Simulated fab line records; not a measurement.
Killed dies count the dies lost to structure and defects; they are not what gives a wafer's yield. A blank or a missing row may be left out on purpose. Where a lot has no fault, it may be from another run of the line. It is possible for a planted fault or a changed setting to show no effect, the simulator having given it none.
fab line records | flow rit_cmos
[record] lots = 15 wafers = 45 last_day = 8
route steps=202 shown M1@184
lots that met no fault: from a run of the same line without faults
start_h: the number of hours between the record's first day and the start of the first shown wafer of the lot | wait_h: time in hours since the lot's previous step | " unchanged from the row above | L1.1+2: a single row standing in for several wafers | - no value, or no start given | * or withheld: withheld | < > ~ a bound
route shown NAME@n: NAME is a module with steps in the file, n the number in the route of the first one | usual: mean and standard deviation over wafers with no fault | same: alike in all rows | chamber/n: place in a boat | sites: per-site readings | _std_site: standard deviation across them | _edge_site: inner sites' mean taken away from outer sites' mean | radius_mm: how far each site lies from the wafer's centre | mask NAME#n: copy n | behind: tool/chamber where the wafer was last shaped | hold: what put the lot on hold/how long, in hours/how the hold closed | device: the n, p or np transistor that did not switch | end of line: the route-end tests of the same wafers | a step given without rows: its recipe and nothing more | killed: at the first sort, the dies lost to defects and structure; wafer yield is something else | map: a wafer's dies, x killed, . not, _ none there
set.NAME: the setting as run; set.NAME@STEP: as run at that earlier step | model.NAME: the simulator's own value behind a step, which no gauge read
the route's steps for a sample of lots (tables are steps, rows are wafers)
services: the hour from which a tool's chamber was out of use, counted from the record's first day as start_h (under 0 if before that day), plus the number of hours and why
[[steps]]
[step RIT_M1_SPUTTER_00]
[recipe] material = Al target_thk_nm = 400 power_w = 2000 chamber_pressure_pa = 0.4 gas = Ar time_s = 500 substrate_temp_c = 25
[usual] cathode_dc_power_W = 2000.1/0.35 chamber_pressure_pa = 0.4000/0.00082 throttle_valve_pct = 30.2/1.1
// columns lot.wafer tool chamber start_h wait_h cathode_dc_power_W chamber_pressure_pa throttle_valve_pct
L880.2 pvd_sputter-01 - 64.41 0.0 2000.3 0.3996 29.5
L880.3 " - " " 2000.5 0.3993 29.1
L880.5 " - " " 2000.1 0.3997 28.9
L881.2 pvd_sputter-03 - 66.14 0.0 2000.7 0.3992 28.8
L881.4 " - " " 2000.2 0.4008 30.7
L881.5 " - " " 2000.2 0.3988 30.2
L882.2 pvd_sputter-04 - 77.02 0.0 2000.3 0.4005 28.5
L882.4 " - " " 1999.7 0.3989 30.8
L882.6 " - " " 2000.0 0.3997 29.9
L884.1 pvd_sputter-04 - 83.87 0.0 1999.7 0.3991 29.8
L884.3 " - " " 2000.2 0.4003 31.2
L884.6 " - " " 2000.1 0.3984 30.0
L887.2 pvd_sputter-01 - 95.63 0.0 - - -
L887.4 " - " " - - -
L887.6 " - " " - - -
L888.1 pvd_sputter-04 - 105.16 0.0 - - -
L888.3 " - " " - - -
L888.4 " - " " - - -
L889.3 pvd_sputter-03 - 109.05 0.0 - - -
L889.4 " - " " - - -
L889.6 " - " " - - -
L892.1 pvd_sputter-04 - 125.80 0.0 2000.0 0.3991 28.5
L892.5 " - " " 2000.2 0.3998 28.9
L892.6 " - " " 1999.4 0.4000 29.5
L894.1 pvd_sputter-04 - 141.15 0.0 2000.3 0.3998 29.6
L894.2 " - " " 2000.0 0.3989 30.8
L894.3 " - " " 2000.6 0.3993 28.7
L896.3 pvd_sputter-04 - 155.43 0.0 2000.4 0.3991 30.7
L896.4 " - " " 2000.0 0.4005 29.8
L896.5 " - " " 2000.2 0.4004 29.7
L897.2 pvd_sputter-03 - 162.35 0.0 2000.1 0.3995 28.9
L897.3 " - " " 2000.3 0.4004 30.2
L897.6 " - " " 2000.3 0.4011 31.1
L900.3 pvd_sputter-01 - 176.16 0.0 2000.1 0.4009 32.2
L900.4 " - " " 2000.3 0.3999 31.0
L900.6 " - " " 2000.6 0.3996 29.5
L899.1 pvd_sputter-04 - 176.52 0.0 1999.9 0.3999 28.5
L899.4 " - " " 1999.9 0.3993 29.7
L899.6 " - " " 2000.4 0.3993 31.4
L901.2 pvd_sputter-01 - 184.76 0.0 1999.9 0.4012 30.7
L901.3 " - " " 2000.1 0.4017 29.2
L901.6 " - " " 1999.9 0.4010 31.1
L902.2 pvd_sputter-04 - 191.07 0.0 1999.7 0.3988 30.7
L902.3 " - " " 2000.7 0.4008 28.7
L902.5 " - " " 2000.1 0.4002 29.7
[step RIT_M1_RS_MEAS_01]
[recipe] thk_meas_gauge = four-point-probe reads = Al_of_M1_SPUTTER_00
[usual] M1_AL_RS = 0.0735/0.00083
// columns lot.wafer tool chamber start_h wait_h M1_AL_RS[ohm/sq]
L880.2 film_metro-04 - 64.72 0.2 0.0752
L880.3 " - " " 0.0746
L880.5 " - " " 0.0746
L881.2 film_metro-02 - 66.46 0.2 0.0730
L881.4 " - " " 0.0738
L881.5 " - " " 0.0733
L882.2 film_metro-02 - 77.33 0.2 0.0732
L882.4 " - " " 0.0739
L882.6 " - " " 0.0724
L884.1 film_metro-03 - 84.17 0.1 0.0736
L884.3 " - " " 0.0738
L884.6 " - " " 0.0736
L887.2 film_metro-04 - 95.95 0.2 -
L887.4 " - " " -
L887.6 " - " " -
L888.1 film_metro-04 - 105.46 0.1 -
L888.3 " - " " -
L888.4 " - " " -
L889.3 film_metro-03 - 109.39 0.2 -
L889.4 " - " " -
L889.6 " - " " -
L892.1 film_metro-02 - 126.10 0.1 0.0730
L892.5 " - " " 0.0731
L892.6 " - " " 0.0727
L894.1 film_metro-04 - 141.44 0.1 0.0719
L894.2 " - " " 0.0718
L894.3 " - " " 0.0725
L896.3 film_metro-03 - 155.76 0.2 0.0739
L896.4 " - " " 0.0730
L896.5 " - " " 0.0730
L897.2 film_metro-04 - 162.67 0.2 0.0737
L897.3 " - " " 0.0732
L897.6 " - " " 0.0750
L900.3 film_metro-03 - 176.49 0.2 0.0741
L900.4 " - " " 0.0737
L900.6 " - " " 0.0738
L899.1 film_metro-04 - 176.81 0.1 0.0720
L899.4 " - " " 0.0711
L899.6 " - " " 0.0726
L901.2 film_metro-03 - 185.07 0.2 0.0739
L901.3 " - " " 0.0734
L901.6 " - " " 0.0737
L902.2 film_metro-04 - 191.39 0.2 0.0726
L902.3 " - " " 0.0728
L902.5 " - " " 0.0721
[step RIT_M1_THK_MEAS_02]
[recipe] thk_meas_gauge = xrf reads = Al_of_M1_SPUTTER_00
[usual] M1_AL_THK = 400/4.7
// columns lot.wafer tool chamber start_h wait_h M1_AL_THK[nm]
L880.2 film_metro-04 - 64.83 0.1 392
L880.3 " - " " 393
L880.5 " - " " 395
L881.2 film_metro-02 - 66.57 0.1 401
L881.4 " - " " 395
L881.5 " - " " 397
L882.2 film_metro-02 - 77.44 0.1 399
L882.4 " - " " 396
L882.6 " - " " 405
L884.1 film_metro-03 - 84.29 0.1 399
L884.3 " - " " 398
L884.6 " - " " 399
L887.2 film_metro-04 - 96.06 0.1 <0
L887.4 " - " " <0
L887.6 " - " " <0
L888.1 film_metro-04 - 105.58 0.1 <0
L888.3 " - " " <0
L888.4 " - " " <0
L889.3 film_metro-03 - 109.49 0.1 <1
L889.4 " - " " <1
L889.6 " - " " <1
L892.1 film_metro-02 - 126.22 0.1 400
L892.5 " - " " 404
L892.6 " - " " 403
L894.1 film_metro-04 - 141.56 0.1 410
L894.2 " - " " 411
L894.3 " - " " 406
L896.3 film_metro-03 - 155.86 0.1 395
L896.4 " - " " 401
L896.5 " - " " 399
L897.2 film_metro-04 - 162.78 0.1 401
L897.3 " - " " 402
L897.6 " - " " 395
L900.3 film_metro-03 - 176.59 0.1 394
L900.4 " - " " 400
L900.6 " - " " 398
L899.1 film_metro-04 - 176.93 0.1 408
L899.4 " - " " 413
L899.6 " - " " 407
L901.2 film_metro-03 - 185.18 0.1 398
L901.3 " - " " 398
L901.6 " - " " 397
L902.2 film_metro-04 - 191.50 0.1 408
L902.3 " - " " 406
L902.5 " - " " 408
[step RIT_M1_PROBE_99]
[usual] defect_limited_yield = 97.5/1 killed_at_M0_to_M3 = 0.0/0.083 killed_at_contacts = 0.0/0.22 killed_at_front_end = 6.6/2.7 killed_dies = 6.7/2.7 killed_on_rim = 1.7/1.4 killed_open = 3.4/2 killed_short = 3.2/1.8 sort_bin_3_pad_short = 0.1/0.23 sort_bin_5_function = 1.4/0.68 sort_bin_6_memory = 1.0/0.62 sort_n_pass = 257.3/2.7 sort_yield_pct = 97.5/1
[same] gross_dies = 264 killed_at_M4_up = 0 killed_at_back_side = 0 killed_at_other = 0
// columns lot.wafer tool chamber start_h wait_h defect_limited_yield[%] killed_at_M0_to_M3 killed_at_contacts killed_at_front_end killed_dies killed_on_rim killed_open killed_short sort_bin_3_pad_short[%] sort_bin_5_function[%] sort_bin_6_memory[%] sort_n_pass sort_yield_pct[%]
L880.2 prober-01 - 69.79 0.1 98.1 0 0 5 5 0 1 4 0.4 1.5 0 259.0 98.1
L880.3 prober-01 - 69.84 0.2 97.7 0 0 6 6 3 4 2 0.4 0.8 1.1 258.0 97.7
L880.5 prober-01 - 69.94 0.2 95.5 0 0 12 12 2 9 3 0 1.9 2.7 252.0 95.5
L881.2 prober-02 - 71.29 0.1 96.6 0 0 9 9 4 5 4 0 2.3 1.1 255.0 96.6
L881.4 prober-02 - 71.39 0.2 96.2 0 0 10 10 2 5 5 0.8 2.3 0.8 254.0 96.2
L881.5 prober-02 - 71.44 0.2 97.3 0 0 7 7 1 6 1 0 1.9 0.8 257.0 97.3
L882.2 prober-01 - 81.08 0.1 97.3 0 0 7 7 1 4 3 0 1.9 0.8 257.0 97.3
L882.4 prober-01 - 81.18 0.2 97.0 0 0 8 8 3 4 4 0.4 1.5 1.1 256.0 97.0
L882.6 prober-01 - 81.28 0.2 97.7 0 0 6 6 2 5 1 0 1.1 1.1 258.0 97.7
L884.1 prober-01 - 88.01 0.1 97.3 0 0 7 7 2 2 5 0 1.9 0.8 257.0 97.3
L884.3 prober-01 - 88.11 0.2 98.9 0 0 3 3 0 1 2 0.4 0.4 0.4 261.0 98.9
L884.6 prober-01 - 88.26 0.2 98.5 0 0 4 4 0 3 1 0 0.4 1.1 260.0 98.5
L887.2 prober-02 - 99.71 0.1 0 264 0 0 264 70 0 0 28.0 69.3 2.7 0 0
L887.4 prober-02 - 99.81 0.2 0 264 0 0 264 70 0 0 25.4 72.7 1.9 0 0
L887.6 prober-02 - 99.91 0.2 0 262 0 2 264 70 2 0 25.8 73.5 0.8 0 0
L888.1 prober-01 - 109.26 0.1 0 264 0 0 264 70 0 0 26.5 70.8 2.7 0 0
L888.3 prober-01 - 109.36 0.2 0 264 0 0 264 70 0 0 17.8 78.8 3.4 0 0
L888.4 prober-01 - 109.41 0.2 0 264 0 0 264 70 0 0 21.6 75.0 3.4 0 0
L889.3 prober-02 - 113.31 0.2 0 259 0 5 264 70 3 2 21.2 74.6 4.2 0 0
L889.4 prober-02 - 113.36 0.2 0 263 0 1 264 70 0 1 22.3 74.2 3.4 0 0
L889.6 prober-02 - 113.46 0.2 0 262 0 2 264 70 0 1 25.0 72.0 3.0 0 0
L892.1 prober-01 - 130.13 0.1 98.5 0 0 4 4 1 2 2 0 0.4 1.1 260.0 98.5
L892.5 prober-01 - 130.33 0.2 97.3 0 0 7 7 4 2 5 0.4 1.9 0.4 257.0 97.3
L892.6 prober-01 - 130.38 0.2 98.1 0 0 5 5 1 4 1 0 1.5 0.4 259.0 98.1
L894.1 prober-01 - 145.16 0.1 97.7 0 0 6 6 2 2 4 0.8 0.8 0.8 258.0 97.7
L894.2 prober-01 - 145.21 0.1 98.9 0 0 3 3 0 2 1 0 0.4 0.8 261.0 98.9
L894.3 prober-01 - 145.26 0.2 97.0 0 0 8 8 0 2 5 0.4 1.1 1.5 256.0 97.0
L896.3 prober-01 - 159.88 0.2 98.1 0 0 5 5 3 3 2 0 1.5 0.4 259.0 98.1
L896.4 prober-01 - 159.93 0.2 98.1 0 0 5 5 0 2 3 0 1.5 0.4 259.0 98.1
L896.5 prober-01 - 159.98 0.2 98.1 0 0 5 5 0 2 3 0 0.8 1.1 259.0 98.1
L897.2 prober-02 - 166.43 0.1 97.3 0 0 7 7 1 4 3 0 1.1 1.5 257.0 97.3
L897.3 prober-02 - 166.48 0.2 95.8 0 0 11 11 3 5 6 0 1.5 2.7 253.0 95.8
L897.6 prober-02 - 166.63 0.2 96.6 0 0 9 9 3 3 6 0.4 1.5 1.5 255.0 96.6
L900.3 prober-02 - 180.27 0.2 96.6 0 0 9 9 4 5 4 0 1.9 1.5 255.0 96.6
L900.4 prober-02 - 180.32 0.2 96.2 0 0 10 10 3 1 9 1.1 2.3 0.4 254.0 96.2
L900.6 prober-02 - 180.42 0.2 97.3 0 0 7 7 1 3 4 0 1.5 1.1 257.0 97.3
L899.1 prober-01 - 181.67 0.1 98.9 0 1 2 3 1 2 1 0 0.8 0.4 261.0 98.9
L899.4 prober-01 - 181.82 0.2 93.9 0 0 16 16 3 10 6 0.4 3.4 2.3 248.0 93.9
L899.6 prober-01 - 181.92 0.2 97.3 0 0 7 7 0 2 5 0.4 1.5 0.8 257.0 97.3
L901.2 prober-02 - 189.21 0.1 97.0 0 1 7 8 1 4 4 0 1.5 1.5 256.0 97.0
L901.3 prober-02 - 189.26 0.2 96.2 0 1 9 10 0 7 3 0.4 2.7 0.8 254.0 96.2
L901.6 prober-02 - 189.41 0.2 98.5 0 0 4 4 1 2 2 0 1.1 0.4 260.0 98.5
L902.2 prober-01 - 195.14 0.1 96.6 0 0 9 9 1 3 6 0.4 1.5 1.5 255.0 96.6
L902.3 prober-01 - 195.19 0.2 97.0 0 0 8 8 1 6 2 0 1.9 1.1 256.0 97.0
L902.5 prober-01 - 195.29 0.2 97.3 0 0 7 7 0 5 2 0 2.7 0 257.0 97.3
// killed by level:class
L880.2 GATE:geometric_particle:short=3 GATE:geometric_particle:open=1 REOX:geometric_particle:short=1
L880.3 GATE:geometric_particle:short=1 GATE:geometric_particle:open=1 REOX:geometric_particle:open=1 REOX:geometric_particle:short=1 SPACER:geometric_particle:open=1 SILICIDE:geometric_particle:open=1
L880.5 FOX1:geometric_particle:open=3 GATE:geometric_particle:open=3 GATE:geometric_particle:short=2 FOX1:geometric_particle:short=1 REOX:geometric_particle:open=1 SPACER:geometric_particle:open=1 SILICIDE:geometric_particle:open=1
L881.2 REOX:geometric_particle:open=5 FOX2:geometric_particle:short=2 FOX1:geometric_particle:short=1 GATE:geometric_particle:short=1
L881.4 GATE:geometric_particle:short=3 REOX:geometric_particle:open=2 FOX1:geometric_particle:short=1 FOX2:geometric_particle:short=1 FOX2:geometric_particle:open=1 SPACER:geometric_particle:open=1 SILICIDE:geometric_particle:open=1
L881.5 REOX:geometric_particle:open=3 SILICIDE:geometric_particle:open=2 FOX1:geometric_particle:open=1 GATE:geometric_particle:short=1
L882.2 FOX1:geometric_particle:open=1 FOX2:geometric_particle:short=1 GATE:geometric_particle:short=1 GATE:geometric_particle:open=1 REOX:geometric_particle:open=1 SPACER:geometric_particle:short=1 SILICIDE:geometric_particle:open=1
L882.4 FOX1:geometric_particle:open=2 FOX1:geometric_particle:short=2 GATE:geometric_particle:open=2 GATE:geometric_particle:short=1 REOX:geometric_particle:short=1
L882.6 FOX1:geometric_particle:open=2 GATE:geometric_particle:open=2 REOX:geometric_particle:short=1 SPACER:geometric_particle:open=1
L884.1 GATE:geometric_particle:short=3 GATE:geometric_particle:open=2 FOX1:geometric_particle:short=1 SPACER:geometric_particle:short=1
L884.3 FOX1:geometric_particle:short=2 GATE:geometric_particle:open=1
L884.6 FOX2:geometric_particle:open=1 GATE:geometric_particle:open=1 GATE:geometric_particle:short=1 SILICIDE:geometric_particle:open=1
L887.2 M1:lost_pattern=264
L887.4 M1:lost_pattern=264
L887.6 M1:lost_pattern=261 FOX2:geometric_particle:open=2 M1:area_sputter=1
L888.1 M1:lost_pattern=264
L888.3 M1:lost_pattern=263 M1:area_sputter=1
L888.4 M1:lost_pattern=263 M1:area_sputter=1
L889.3 M1:lost_pattern=259 FOX1:geometric_particle:open=2 GATE:geometric_particle:short=2 GATE:geometric_particle:open=1
L889.4 M1:lost_pattern=261 M1:area_sputter=2 FOX1:geometric_particle:short=1
L889.6 M1:lost_pattern=262 GATE:geometric_particle:short=1 NSD:coat_microbubble_printed=1
L892.1 GATE:geometric_particle:short=1 GATE:geometric_particle:open=1 REOX:geometric_particle:open=1 REOX:geometric_particle:short=1
L892.5 GATE:geometric_particle:short=2 SILICIDE:geometric_particle:short=2 GATE:geometric_particle:open=1 REOX:geometric_particle:short=1 SILICIDE:geometric_particle:open=1
L892.6 SPACER:geometric_particle:open=2 FOX1:geometric_particle:open=1 SILICIDE:geometric_particle:short=1 SILICIDE:geometric_particle:open=1
L894.1 REOX:geometric_particle:short=2 GATE:geometric_particle:short=1 GATE:geometric_particle:open=1 SPACER:geometric_particle:short=1 STARTING-WAFER:geometric_particle:open=1
L894.2 FOX1:geometric_particle:open=1 FOX2:geometric_particle:open=1 GATE:geometric_particle:short=1
L894.3 FOX2:geometric_particle:short=3 FOX2:geometric_particle:open=1 REOX:geometric_particle:open=1 REOX:geometric_particle:short=1 SILICIDE:geometric_particle:short=1 NSD:coat_microbubble_printed=1
L896.3 REOX:geometric_particle:open=3 GATE:geometric_particle:short=1 SPACER:geometric_particle:short=1
L896.4 FOX2:geometric_particle:short=2 GATE:geometric_particle:open=2 REOX:geometric_particle:short=1
L896.5 FOX1:geometric_particle:open=2 FOX1:geometric_particle:short=1 GATE:geometric_particle:short=1 SPACER:geometric_particle:short=1
L897.2 GATE:geometric_particle:open=2 GATE:geometric_particle:short=2 FOX1:geometric_particle:open=1 FOX2:geometric_particle:short=1 SILICIDE:geometric_particle:open=1
L897.3 GATE:geometric_particle:open=5 GATE:geometric_particle:short=4 FOX2:geometric_particle:short=1 REOX:geometric_particle:short=1
L897.6 FOX1:geometric_particle:short=2 REOX:geometric_particle:short=2 FOX2:geometric_particle:short=1 GATE:geometric_particle:short=1 GATE:geometric_particle:open=1 REOX:geometric_particle:open=1 SPACER:geometric_particle:open=1
L900.3 FOX1:geometric_particle:open=3 GATE:geometric_particle:short=2 FOX1:geometric_particle:short=1 GATE:geometric_particle:open=1 SPACER:geometric_particle:open=1 SILICIDE:geometric_particle:short=1
L900.4 GATE:geometric_particle:short=6 FOX1:geometric_particle:short=2 FOX1:geometric_particle:open=1 FOX2:geometric_particle:short=1
L900.6 GATE:geometric_particle:short=3 GATE:geometric_particle:open=2 FOX1:geometric_particle:open=1 SILICIDE:geometric_particle:short=1
L899.1 GATE:geometric_particle:short=1 SILICIDE:geometric_particle:open=1 CONTACT:geometric_particle:open=1
L899.4 FOX2:geometric_particle:open=3 REOX:geometric_particle:open=3 FOX1:geometric_particle:open=2 FOX2:geometric_particle:short=2 GATE:geometric_particle:short=2 SPACER:geometric_particle:open=2 SPACER:geometric_particle:short=2
L899.6 SPACER:geometric_particle:short=2 FOX2:geometric_particle:short=1 GATE:geometric_particle:open=1 GATE:geometric_particle:short=1 REOX:geometric_particle:open=1 SILICIDE:geometric_particle:short=1
L901.2 FOX1:geometric_particle:open=2 GATE:geometric_particle:short=2 SPACER:geometric_particle:short=2 GATE:geometric_particle:open=1 CONTACT:geometric_particle:open=1
L901.3 GATE:geometric_particle:open=4 GATE:geometric_particle:short=2 FOX1:geometric_particle:short=1 REOX:geometric_particle:open=1 SPACER:geometric_particle:open=1 CONTACT:geometric_particle:open=1
L901.6 FOX1:geometric_particle:open=1 GATE:geometric_particle:short=1 SPACER:geometric_particle:short=1 SPACER:geometric_particle:open=1
L902.2 REOX:geometric_particle:short=3 FOX1:geometric_particle:short=1 GATE:geometric_particle:open=1 REOX:geometric_particle:open=1 SPACER:geometric_particle:short=1 SILICIDE:geometric_particle:short=1 SILICIDE:geometric_particle:open=1
L902.3 GATE:geometric_particle:open=4 FOX1:geometric_particle:open=2 REOX:geometric_particle:short=1 SILICIDE:geometric_particle:short=1
L902.5 FOX1:geometric_particle:open=2 FOX2:geometric_particle:open=2 GATE:geometric_particle:short=1 SILICIDE:geometric_particle:short=1 SILICIDE:geometric_particle:open=1
[[services]]
// columns tool chamber start_h hours kind
pvd_sputter-03 - 41.38 1.9 repair
pvd_sputter-01 - 54.47 1.4 repair
pvd_sputter-03 - 117.07 1.3 repair
pvd_sputter-01 - 125.82 12.2 repair
pvd_sputter-01 - 145.75 1.8 repair
[[key]]
[first_sign] step = RIT_M1_SPUTTER_00 reading = tool_record direction = missing
[effect] step = RIT_M1_RS_MEAS_01 reading = M1_AL_RS direction = missing
[effect] step = RIT_M1_THK_MEAS_02 reading = M1_AL_THK direction = down sigmas = 85 usual = 400 struck = <0
[effect] step = RIT_M1_PROBE_99 reading = killed_at_M0_to_M3 direction = up sigmas = 99+ usual = 0.0 struck = 262.9
met_at RIT_M1_SPUTTER_00
struck_lots L887,L888,L889
later_rows_left_out L887.2,L887.4,L887.6,L888.1,L888.3,L888.4,L889.3,L889.4,L889.6
onset_between 83.87 95.63
[fault] kind = skipped_step_whole tool = pvd_sputter-01,pvd_sputter-03,pvd_sputter-04 chamber = - onset_h = 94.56 steps = RIT_M1_SPUTTER_00 scope = struck_lots_only
// later_rows_left_out: the simulator's readings of these wafers behind a module that went badly wrong aren't trusted and aren't shown, but for the sort
